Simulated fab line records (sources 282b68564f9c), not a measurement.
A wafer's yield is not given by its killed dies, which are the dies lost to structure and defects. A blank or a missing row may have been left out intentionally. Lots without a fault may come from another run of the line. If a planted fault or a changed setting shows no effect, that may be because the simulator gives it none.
One fault seen from 2 desks ; flow rit-cmos ; numbers are kept per desk, each desk with only its own; the story behind them comes last

== METROLOGY DESK ==
Means of the sampled wafers that have a number, per lot and without regard to the tool the lot ran on: this is what the gauges read. If a lot's mean is further than 4 standard deviations from the usual mean, the lot is out of limits and carries the mark OUT (the distance appears in the brackets).
Columns: A = NSD_OVL at RIT_NSD_OVL_MEAS_06, usual -1.5 nm; B = NSD_TW at RIT_NSD_TW_MEAS_10, usual 3100; C = PSD_OVL at RIT_PSD_OVL_MEAS_06, usual -0.6 nm
lot;first seen here;A;B;C
L374;day 3 00:17;0.4;3106;0.4
L375;day 3 03:18;-2.2;3099;-0.5
L381;day 4 10:27;-0.8;3077;0.1
L389;day 6 01:31;0.4;3106;0.5
L393;day 6 22:14;-2.4;3075;0.0
L395;day 7 09:43;-3.8;3068;-2.0
Result from this desk: across the 6 lots, nothing is out of limits.

== THE TOOL OWNER'S DESK: litho-track-01 ==
The tool's own readings at RIT_PSD_COAT_01 (resist thk 1000 nm): means of the sampled wafers that have a number, for each lot that ran on this tool. If a lot's mean is further than 4 standard deviations from the usual mean, the lot is out of limits and carries the mark OUT (the distance appears in the brackets).
Columns: A = chill-plate-temp-C at RIT_PSD_COAT_01, usual 22.98 C
lot;first seen here;A
L374;day 3 01:04;23.02
L389;day 6 02:15;22.95
L393;day 6 22:59;23.10
L395;day 7 10:32;22.86
Result from this desk: across the 4 lots, nothing is out of limits.

== PUT TOGETHER ==
Nothing out of limits was seen by the metrology desk.
The tool owner's desk saw nothing out of limits.

== WHAT THE SIMULATOR HAD PUT IN ==
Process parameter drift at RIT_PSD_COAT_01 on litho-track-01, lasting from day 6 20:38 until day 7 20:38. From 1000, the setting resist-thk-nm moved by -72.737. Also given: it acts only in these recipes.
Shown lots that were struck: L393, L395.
